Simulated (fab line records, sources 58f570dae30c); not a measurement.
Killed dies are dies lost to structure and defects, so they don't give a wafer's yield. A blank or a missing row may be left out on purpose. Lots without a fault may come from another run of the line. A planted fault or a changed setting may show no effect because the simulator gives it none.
Which tool did it? | flow berkeley_cmos170 | 14 lots, 42 wafers sampled, at 2 steps of a route of 331

WHAT THE GAUGES READ, wafer by wafer
The record holds no reading of a measuring or inspecting step that can be judged against a usual standard deviation.

WHICH TOOL RAN EACH LOT (tool, then ch and the chambers of the sampled wafers, then the start)
lot  | UCB170_V1_COAT_07                 | UCB170_V1_STRIP_15
L748 | litho_track-03 ch 0, day 6 19:20  | plasma_asher-04 ch 0,1, day 6 20:23
L750 | litho_track-04 ch 0, day 8 00:05  | plasma_asher-04 ch 0,1, day 8 01:26
L753 | litho_track-03 ch 0, day 8 00:08  | plasma_asher-01 ch 0,1, day 8 01:26
L752 | litho_track-04 ch 0, day 8 00:31  | plasma_asher-03 ch 0,1, day 8 01:34
L755 | litho_track-04 ch 0, day 8 04:49  | plasma_asher-01 ch 0,1, day 8 06:24
L756 | litho_track-03 ch 0, day 8 04:57  | plasma_asher-04 ch 0,1, day 8 06:37
L757 | litho_track-03 ch 0, day 8 19:26  | plasma_asher-04 ch 0,1, day 8 20:35
L758 | litho_track-04 ch 0, day 8 22:32  | plasma_asher-03 ch 0,1, day 8 23:37
L759 | litho_track-02 ch 0, day 9 05:48  | plasma_asher-01 ch 0, day 9 06:58
L763 | litho_track-03 ch 0, day 10 01:44 | plasma_asher-04 ch 0,1, day 10 03:39
L767 | litho_track-03 ch 0, day 11 11:12 | plasma_asher-03 ch 0,1, day 11 12:29
L769 | litho_track-02 ch 0, day 11 11:20 | plasma_asher-01 ch 1, day 11 12:34
L768 | litho_track-03 ch 0, day 11 11:40 | plasma_asher-03 ch 0,1, day 11 12:50
L770 | litho_track-04 ch 0, day 11 18:23 | plasma_asher-03 ch 0,1, day 11 19:25
- UCB170_V1_COAT_07: resist thk 900 nm.
- UCB170_V1_STRIP_15: strips in O2.

WHAT THE TOOLS THEMSELVES READ (means of the sampled wafers that have a number; where no wafer has one, the mark that the record gives instead)
UCB170_V1_COAT_07. Usual: exhaust_pa 45.1 Pa, standard deviation 0.97.
lot  | tool           | exhaust_pa (Pa) | flag
L748 | litho_track-03 | 44.4            |
L750 | litho_track-04 | 46.2            |
L753 | litho_track-03 | 45.4            |
L752 | litho_track-04 | 45.1            |
L755 | litho_track-04 | 45.5            |
L756 | litho_track-03 | 44.5            |
L757 | litho_track-03 | 43.9            |
L758 | litho_track-04 | 44.6            |
L759 | litho_track-02 | 45.1            |
L763 | litho_track-03 | 44.8            |
L767 | litho_track-03 | 45.9            |
L769 | litho_track-02 | 44.7            |
L768 | litho_track-03 | 45.7            |
L770 | litho_track-04 | 45.3            |

UCB170_V1_STRIP_15. Usual: drypump_motor_current_A 5.5 A, standard deviation 0.46; o2_flow_sccm 399.9 sccm, standard deviation 1.1; oes_product_au 0.722 a.u., standard deviation 0.0047; strip_time_to_endpoint_s 15.30 s, standard deviation 0.087.
lot  | tool            | drypump_motor_current_A (A) | o2_flow_sccm (sccm) | oes_product_au (a.u.) | strip_time_to_endpoint_s (s) | flag
L748 | plasma_asher-04 | 5.4                         | 399.8               | 0.725                 | 15.21                        |
L750 | plasma_asher-04 | 5.4                         | 399.4               | 0.723                 | 15.31                        |
L753 | plasma_asher-01 | 5.3                         | 399.9               | 0.722                 | 15.25                        |
L752 | plasma_asher-03 | 5.9                         | 400.4               | 0.718                 | 15.29                        |
L755 | plasma_asher-01 | 5.1                         | 399.5               | 0.720                 | 15.12                        |
L756 | plasma_asher-04 | 5.4                         | 400.3               | 0.719                 | 15.31                        |
L757 | plasma_asher-04 | 5.6                         | 400.2               | 0.720                 | 15.36                        |
L758 | plasma_asher-03 | 5.6                         | 399.0               | 0.726                 | 15.40                        |
L759 | plasma_asher-01 | 5.5                         | 402.2               | 0.721                 | 15.35                        |
L763 | plasma_asher-04 | 5.6                         | 399.3               | 0.718                 | 15.18                        |
L767 | plasma_asher-03 | 5.6                         | 400.9               | 0.719                 | 16.56                        | OFF
L769 | plasma_asher-01 | 4.8                         | 398.8               | 0.725                 | 15.23                        |
L768 | plasma_asher-03 | 5.6                         | 398.7               | 0.725                 | 16.54                        | OFF
L770 | plasma_asher-03 | 5.9                         | 398.9               | 0.723                 | 15.21                        |

THE ANSWER, worked out from the rows above alone
Rule: a lot is off if the mean of its wafers that have a number lies more than 3 standard deviations from the usual mean. A lot without any number at a reading at which 4 lots or more have one is off too. The other lots that the step has rows for count as sound. The gauges are gone through in route order, then the tools' own readings, and for those a lot's mean is taken as printed above. The first step at which some lot is off is used, and at that step the reading that is off furthest; a lot without a number counts as furthest.
Off: L767, L768, at UCB170_V1_STRIP_15 (strip_time_to_endpoint_s).
A tool fits if, at that step or a process step before it, it ran every lot that is off, and no sound lot after the first of them. One fits: litho_track-03 at UCB170_V1_COAT_07. Its last sound lot is L763 (day 10 01:44), its first lot that is off L767 (day 11 11:12): a fault that began between those two fits.

WHAT THE SIMULATOR HAD PUT IN
Process parameter drift: litho_track-03, from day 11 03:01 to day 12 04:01, at UCB170_V1_COAT_07. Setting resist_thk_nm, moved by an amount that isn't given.
Lots struck among those shown: L767, L768. The rule above found the same.
